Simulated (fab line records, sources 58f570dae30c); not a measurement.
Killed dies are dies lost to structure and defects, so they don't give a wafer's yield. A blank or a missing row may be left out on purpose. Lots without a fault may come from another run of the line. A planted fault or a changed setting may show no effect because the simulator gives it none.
Chamber matching | flow berkeley_cmos170 | UCB170_GATE_ETCH_14 on rie_diel-03: 4 sister chambers
The step etches BARC in N2/H2. 14 wafers are shown with their chamber, then 7 later ones without.

WAFERS WITH THEIR CHAMBER
wafer  | chamber | throttle_valve_pct (%) | drypump_motor_current_A (A) | rf_fwd_power_W (W)
L437.1 | 1       | 13.51                  | 5.9                         | 495.1
L437.3 | 3       | 13.14                  | 6.0                         | 493.9
L437.4 | 2       | 13.27                  | 5.6                         | 489.9
L440.3 | 3       | 13.16                  | 6.0                         | 495.1
L440.5 | 1       | 13.53                  | 6.0                         | 493.9
L440.6 | 0       | 13.42                  | 6.1                         | 496.6
L439.2 | 0       | 13.40                  | 6.1                         | 497.4
L439.5 | 2       | 13.27                  | 5.7                         | 491.5
L439.6 | 3       | 13.15                  | 6.0                         | 495.4
L444.1 | 0       | 13.40                  | 6.1                         | 499.1
L444.5 | 2       | 13.28                  | 5.6                         | 491.5
L444.6 | 3       | 13.16                  | 6.0                         | 494.5
L447.1 | 2       | 13.28                  | 5.7                         | 491.2
L447.3 | 0       | 13.42                  | 6.1                         | 495.5

SIGNATURES (means of the wafers above)
reading                 | chamber 0 | chamber 1 | chamber 2 | chamber 3 | scatter within a chamber
throttle_valve_pct      | 13.4100   | 13.5200   | 13.2750   | 13.1525   | 0.00987
drypump_motor_current_A | 6.100     | 5.950     | 5.650     | 6.000     | 0.0387
rf_fwd_power_W          | 497.150   | 494.500   | 491.025   | 494.725   | 1.03
Rule: a wafer's distance from a chamber is the root of the sum, over the readings, of the square of ((its reading less the chamber's mean) divided by the reading's scatter). The wafer belongs to the nearest chamber; if the next one is less than 2 further off, it can't be placed. The scatter: the root of (the sum of the squares of (reading less its chamber's mean) over the shown wafers, divided by (wafers less chambers)).

WAFERS WITHOUT THEIR CHAMBER
wafer  | throttle_valve_pct (%) | drypump_motor_current_A (A) | rf_fwd_power_W (W)
L447.6 | 13.41                  | 6.1                         | 497.5
L454.1 | 13.51                  | 6.0                         | 495.5
L454.2 | 13.41                  | 6.0                         | 496.8
L454.3 | 13.25                  | 5.7                         | 493.2
L460.2 | 13.42                  | 6.1                         | 495.1
L460.3 | 13.17                  | 6.0                         | 497.6
L460.5 | 13.29                  | 5.6                         | 492.3

WHICH CHAMBER EACH WENT THROUGH
wafer  | from the rows above | in truth
L447.6 | 0                   | 0
L454.1 | 1                   | 1
L454.2 | 0                   | 0
L454.3 | 2                   | 2
L460.2 | 0                   | 0
L460.3 | 3                   | 3
L460.5 | 2                   | 2
Placed correctly: 7 of 7. Can't be placed from these rows: 0. Placed wrongly: 0.
